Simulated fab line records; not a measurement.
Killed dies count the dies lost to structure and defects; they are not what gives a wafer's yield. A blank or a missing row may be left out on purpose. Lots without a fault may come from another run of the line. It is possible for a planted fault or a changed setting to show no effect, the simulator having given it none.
Check of tool commonality	flow berkeley cmos170	Sample size 15 lots and 45 wafers

## WHY THIS WAS OPENED
3 of 15 lots carry a flag on the reading V2_TEOS_THK at UCB170_V2_THK_MEAS_01. No-fault wafers: 1997 nm, standard deviation 24.
Rule: a lot is flagged in two cases, either no wafer of it has a number, or all its wafers with numbers fall more than 4 standard deviations from that mean. The other lots count as sound.

lot	measured	on	V2_TEOS_THK (nm), wafer by wafer	flag
L489	day 9 17:09	film metro-04	3904 3912 3979	FLAGGED
L488	day 9 18:07	film metro-03	3894 3943 3999	FLAGGED
L490	day 9 18:08	film metro-04	3965 3994 4059	FLAGGED
L498	day 10 09:01	film metro-03	1994 2034 2039	
L500	day 10 21:55	film metro-03	2008 2007 1998	
L501	day 10 23:27	film metro-03	1960 1980 1990	
L502	day 11 19:30	film metro-02	2027 2004 2034	
L505	day 12 07:01	film metro-02	1968 2004 2029	
L508	day 12 07:08	film metro-04	1973 1991 1991	
L506	day 12 07:29	film metro-04	1974 2002 2015	
L507	day 12 07:33	film metro-02	1995 2034 2011	
L504	day 12 07:44	film metro-04	1984 1950 1997	
L510	day 13 06:56	film metro-04	1977 1980 2018	
L511	day 13 07:56	film metro-03	2007 2001 2036	
L509	day 13 08:36	film metro-03	1957 1987 1992	
The mean of the flagged lots' numbers is 3961 nm, +1964 nm from the usual (+82 standard deviations).

## LOT BY LOT: THE TOOL USED
The record holds 1 process step before the reading, out of a route of 331 steps. Cell contents, in order: the tool; ch with the chambers the sampled wafers went through; the start.
lot	flag	UCB170_V2_CVD_00
L489	FLAGGED	pecvd-03 ch 1,2, day 9 16:40
L488	FLAGGED	pecvd-01 ch 0,2, day 9 17:34
L490	FLAGGED	pecvd-03 ch 0,2, day 9 17:40
L498		pecvd-03 ch 0,2, day 10 08:52
L500		pecvd-02 ch 1,2, day 10 21:44
L501		pecvd-03 ch 0,1, day 10 23:17
L502		pecvd-02 ch 0,1,2, day 11 19:21
L505		pecvd-02 ch 0,1, day 12 06:51
L508		pecvd-01 ch 0,1,2, day 12 06:58
L506		pecvd-03 ch 0,1, day 12 07:20
L507		pecvd-02 ch 0,2, day 12 07:22
L504		pecvd-01 ch 0,1, day 12 07:31
L510		pecvd-02 ch 0,1,2, day 13 06:45
L511		pecvd-03 ch 0,2, day 13 07:46
L509		pecvd-01 ch 0,2, day 13 08:26
What the steps here do:
- UCB170_V2_CVD_00: deposits SiO2 from TEOS/O2, target thk 2000 nm, time 250 s.
- UCB170_V2_THK_MEAS_01

## FLAGGED OVER TOTAL, TOOL BY TOOL (the gauges that took the reading come last)
step	tool	lots run	flagged	share of the flagged lots	sound lots run after its first flagged lot
UCB170_V2_CVD_00	pecvd-01	4	1	some	3 (L508,L504,L509)
UCB170_V2_CVD_00	pecvd-02	5	0	none	-
UCB170_V2_CVD_00	pecvd-03	6	2	some	4 (L498,L501,L506,L511)
UCB170_V2_THK_MEAS_01	film metro-02	3	0	none	-
UCB170_V2_THK_MEAS_01	film metro-03	6	1	some	5 (L498,L500,L501,L511,L509)
UCB170_V2_THK_MEAS_01	film metro-04	6	2	some	4 (L508,L506,L504,L510)

## WHAT THE TABLE PERMITS
No row of the table ran every flagged lot.

## WHAT WAS PUT IN BY THE SIMULATOR
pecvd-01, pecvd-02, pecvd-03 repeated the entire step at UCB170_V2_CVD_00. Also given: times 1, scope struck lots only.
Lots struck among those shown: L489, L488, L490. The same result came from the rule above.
